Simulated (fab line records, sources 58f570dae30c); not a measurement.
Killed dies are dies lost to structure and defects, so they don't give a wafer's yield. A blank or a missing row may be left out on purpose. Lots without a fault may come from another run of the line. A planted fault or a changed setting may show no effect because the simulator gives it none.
fab line records | flow berkeley_cmos170 | part 2 of 2: steps 30 to 41 of 41
record lots=5 wafers=15 last_day=11
route steps=331 shown PLDD@155 NLDD@158 SPACER@171 PSD@175 NSD@187
lots that met no fault: from a run of the same line without faults
start_h: hours from the record's first day to the start of the lot's first wafer shown | wait_h: hours since the lot's step before | " the same as in the row above | L1.1+2: a row that stands for several wafers | - no value, or no start given | * or withheld: withheld | < > ~ a bound
route shown NAME@n: a module of which the file shows steps, and the number in the route of the first | usual: mean/standard deviation of fault-free wafers | same: alike in all rows | chamber/n: place in a boat | sites: the reading at each site | _std_site: their standard deviation | _edge_site: outer sites' mean less inner sites' | radius_mm: how far each site lies from the wafer's centre | mask NAME#n: copy n | behind: the tool/chamber that last shaped the wafer | hold: why the lot was held/for how many hours/how that ended | device: the transistor (n, p or np) that didn't switch | end of line: the same wafers' tests at the end of the route | a step without rows: its recipe alone | killed: dies lost to structure and defects at the first sort, not the wafer's yield | map: a wafer's dies, x killed, . not, _ none there
set.NAME: the setting as run; set.NAME@STEP: as run at that earlier step | model.NAME: the simulator's own value behind a step, which no gauge read
lots at some steps of the route; a table a step, a row a wafer
services: from which hour (start_h, from the record's first day; less than 0 if before it) a tool's chamber was out of use, for how many hours, and why
## steps
# step UCB170_PSD_STRIP_09
# recipe chemistry=O2 power_w=400 pressure_mtorr=3500 platen_temp_c=withheld o2_flow_sccm=400 overash_fraction=0.5
# usual drypump_motor_current_A=5.97/0.29 oes_product_au=0.600/0.0045 strip_time_to_endpoint_s=29.37/0.066
# columns lot.wafer tool chamber start_h wait_h drypump_motor_current_A oes_product_au rf_hours_counter_h strip_time_to_endpoint_s
L079.3 plasma_asher-02 1 167.25 0.1 5.78 0.603 - 29.33
L079.4 " 0 " " 6.10 0.598 - 29.24
L079.6 " 0 " " 6.10 0.600 - 29.29
L083.1 plasma_asher-01 0 194.78 0.1 5.52 0.596 52 29.33
L083.3 " 1 " " 6.57 0.605 - 29.30
L083.5 " 1 " " 6.58 0.597 - 29.39
L087.1 plasma_asher-01 1 213.93 0.1 6.61 0.606 55 29.41
L087.3 " 1 " " 6.60 0.606 - 29.47
L087.6 " 1 " " 6.64 0.597 - 29.50
L093.3 plasma_asher-03 0 228.65 0.1 5.80 0.599 - 29.37
L093.4 " 1 " " 6.12 0.596 - 29.24
L093.5 " 1 " " 6.10 0.598 - 29.37
L095.3 plasma_asher-01 0 245.30 0.1 5.51 0.600 - 29.31
L095.4 " 1 " " 6.57 0.593 - 29.43
L095.6 " 0 " " 5.50 0.596 - 29.39
# step UCB170_PSD_TW_MEAS_10
# usual PSD_TW=2334/17
# columns lot.wafer tool chamber start_h wait_h PSD_TW
L079.3 film_metro-01 - 167.33 0.1 2352
L079.4 " - " " 2347
L079.6 " - " " 2345
L083.1 film_metro-04 - 194.88 0.1 2319
L083.3 " - " " 2322
L083.5 " - " " 2325
L087.1 film_metro-01 - 214.03 0.1 2334
L087.3 " - " " 2340
L087.6 " - " " 2353
L093.3 film_metro-04 - 228.74 0.1 2319
L093.4 " - " " 2327
L093.5 " - " " 2323
L095.3 film_metro-02 - 245.38 0.1 2319
L095.4 " - " " 2323
L095.6 " - " " 2330
# step UCB170_PSD_CLEAN_11
# recipe chemistry=SPM temp_c=120 time_s=600
# columns lot.wafer tool chamber start_h wait_h
L079.3+4+6 wet_bench-03 2 167.45 0.1
L083.1+3+5 wet_bench-02 0 196.26 1.4
L087.1+3+6 wet_bench-03 0 214.13 0.1
L093.3+4+5 wet_bench-02 0 228.79 0.0
L095.3+4+6 wet_bench-03 2 245.42 0.0
# step UCB170_NSD_HMDS_00
# recipe prime_time_s=60 prime_temp_c=100
# columns lot.wafer tool chamber start_h wait_h
L079.3+4+6 litho_track-02 0 167.67 0.1
L083.1+3+5 litho_track-01 0 197.27 0.8
L087.1+3+6 litho_track-01 0 214.35 0.0
L093.3+4+5 litho_track-04 0 229.37 0.4
L095.3+4+6 litho_track-04 0 245.85 0.3
# step UCB170_NSD_COAT_01
# recipe resist=KrF spin_rpm=1500 resist_thk_nm=900
# usual dispense_pressure_kPa=47/3.4
# columns lot.wafer tool chamber start_h wait_h dispense_pressure_kPa
L079.3 litho_track-02 0 167.82 0.1 44
L079.4 " 0 " " 44
L079.6 " 0 " " 44
L083.1 litho_track-01 0 197.42 0.1 46
L083.3 " 0 " " 46
L083.5 " 0 " " 46
L087.1 litho_track-01 0 214.50 0.1 46
L087.3 " 0 " " 46
L087.6 " 0 " " 46
L093.3 litho_track-04 0 229.52 0.1 51
L093.4 " 0 " " 51
L093.5 " 0 " " 51
L095.3 litho_track-04 0 246.00 0.1 51
L095.4 " 0 " " 51
L095.6 " 0 " " 51
# step UCB170_NSD_SOFTBAKE_02
# recipe resist=KrF temp_c=130 time_s=60
# usual plate_temp_C=130.00/0.14
# columns lot.wafer tool chamber start_h wait_h plate_temp_C
L079.3 litho_track-02 0 167.97 0.1 129.96
L079.4 " 0 " " 129.90
L079.6 " 0 " " 129.99
L083.1 litho_track-01 0 197.57 0.1 129.98
L083.3 " 0 " " 129.98
L083.5 " 0 " " 130.11
L087.1 litho_track-01 0 214.65 0.1 129.87
L087.3 " 0 " " 130.04
L087.6 " 0 " " 129.95
L093.3 litho_track-04 0 229.67 0.1 130.02
L093.4 " 0 " " 130.25
L093.5 " 0 " " 130.15
L095.3 litho_track-04 0 246.15 0.1 129.93
L095.4 " 0 " " 130.09
L095.6 " 0 " " 130.21
# step UCB170_NSD_EXPOSE_03
# recipe mask_id=NSELECT_MOD na=0.5 sigma_outer=0.6 source_shape=conventional target_cd_nm=1200 dose_mj=30
# columns lot.wafer tool chamber start_h wait_h mask
L079.3+4+6 krf_scanner-02 0 168.24 0.2 NSELECT_MOD#0
L083.1+3+5 krf_scanner-02 0 - - NSELECT_MOD#0
L087.1+3+6 krf_scanner-02 0 215.04 0.4 NSELECT_MOD#0
L093.3+4+5 krf_scanner-02 0 229.81 0.1 NSELECT_MOD#0
L095.3+4+6 krf_scanner-01 0 246.41 0.2 NSELECT_MOD#0
# step UCB170_NSD_PEB_04
# recipe peb_temp_c=130 peb_time_s=withheld resist=KrF
# usual plate_temp_C=130.01/0.15
# columns lot.wafer tool chamber start_h wait_h plate_temp_C
L079.3 litho_track-01 0 168.36 0.1 129.71
L079.4 " 0 " " 129.82
L079.6 " 0 " " 129.79
L083.1 litho_track-02 0 - - 129.86
L083.3 " 0 " " 130.13
L083.5 " 0 " " 129.64
L087.1 litho_track-01 0 215.16 0.1 130.05
L087.3 " 0 " " 130.16
L087.6 " 0 " " 130.11
L093.3 litho_track-04 0 230.72 0.9 129.92
L093.4 " 0 " " 129.98
L093.5 " 0 " " 130.02
L095.3 litho_track-04 0 246.54 0.1 130.11
L095.4 " 0 " " 130.13
L095.6 " 0 " " 130.08
# step UCB170_NSD_DEVELOP_05
# recipe developer=TMAH develop_time_s=45 resist=KrF dev_temp_c=21
# columns lot.wafer tool chamber start_h wait_h
L079.3+4+6 litho_track-01 0 - -
L083.1+3+5 litho_track-02 0 - -
L087.1+3+6 litho_track-01 0 - -
L093.3+4+5 litho_track-04 0 - -
L095.3+4+6 litho_track-04 0 - -
# step UCB170_NSD_CD_MEAS_06
# recipe target_cd_nm=1200
# usual cd_nm=1200.3/1.6
# columns lot.wafer tool chamber start_h wait_h cd_nm
L079.3 cd_sem-01 - 168.63 - 1200.8
L079.4 " - " " 1202.4
L079.6 " - " " 1201.7
L083.1 cd_sem-02 - 199.22 - 1197.7
L083.3 " - " " 1197.3
L083.5 " - " " 1197.7
L087.1 cd_sem-01 - 215.43 - 1203.1
L087.3 " - " " 1200.5
L087.6 " - " " 1201.0
L093.3 cd_sem-01 - 230.99 - 1200.4
L093.4 " - " " 1201.3
L093.5 " - " " 1201.7
L095.3 cd_sem-02 - 246.81 - 1198.7
L095.4 " - " " 1197.7
L095.6 " - " " 1197.8
# step UCB170_NSD_OVL_MEAS_07
# usual NSD_OVL=-2/5.6
# columns lot.wafer tool chamber start_h wait_h NSD_OVL[nm]
L079.3 overlay-02 - 168.72 0.1 -5
L079.4 " - " " -6
L079.6 " - " " 2
L083.1 overlay-01 - 199.34 0.1 3
L083.3 " - " " -1
L083.5 " - " " 1
L087.1 overlay-02 - 215.55 0.1 -3
L087.3 " - " " 0
L087.6 " - " " 0
L093.3 overlay-02 - 231.08 0.1 -3
L093.4 " - " " 0
L093.5 " - " " 1
L095.3 overlay-01 - 246.90 0.1 -3
L095.4 " - " " -7
L095.6 " - " " -8
# step UCB170_NSD_IMPLANT_08
# recipe species=P dose_cm2=3e+15 energy_kev=40.22 tilt_deg=7
# usual beam_on_s=9.98/0.21
# columns lot.wafer tool chamber start_h wait_h beam_on_s
L079.3 implanter-01 0 168.79 0.1 10.16
L079.4 " 0 " " 10.40
L079.6 " 0 " " 9.76
L083.1 implanter-02 0 199.38 0.0 10.00
L083.3 " 0 " " 9.70
L083.5 " 0 " " 9.91
L087.1 implanter-03 0 215.59 0.0 9.88
L087.3 " 0 " " 9.92
L087.6 " 0 " " 10.09
L093.3 implanter-03 0 231.16 0.1 10.24
L093.4 " 0 " " 10.23
L093.5 " 0 " " 9.95
L095.3 implanter-03 0 246.97 0.1 9.58
L095.4 " 0 " " 10.14
L095.6 " 0 " " 9.98
## services
# columns tool chamber start_h hours kind
plasma_asher-02 - 133.03 0.4 repair
plasma_asher-02 - 151.12 2.8 pm
plasma_asher-01 - 152.76 8.7 repair
krf_scanner-01 - 155.87 0.1 repair
pecvd-03 1 158.20 14.0 repair
rie_diel-02 1 158.63 5.6 repair
krf_scanner-01 - 163.15 0.8 pm
plasma_asher-02 - 164.43 2.4 repair
krf_scanner-02 - 168.39 1.3 pm
furnace-04 - 177.08 3.1 pm
implanter-04 - 178.34 3.1 pm
krf_scanner-02 - 179.70 3.6 pm
wet_bench-02 - 181.94 1.5 repair
krf_scanner-01 - 183.26 1.3 pm
plasma_asher-01 - 190.57 3.3 repair
krf_scanner-01 - 214.71 1.7 repair
krf_scanner-01 - 215.92 0.6 repair
krf_scanner-01 - 223.71 4.0 pm
pecvd-03 0 226.77 3.8 repair
plasma_asher-04 - 228.96 2.9 repair
wet_bench-03 - 229.16 3.5 repair
krf_scanner-02 - 238.86 1.0 pm
rie_diel-02 3 239.65 14.5 repair
krf_scanner-01 - 240.61 1.0 pm
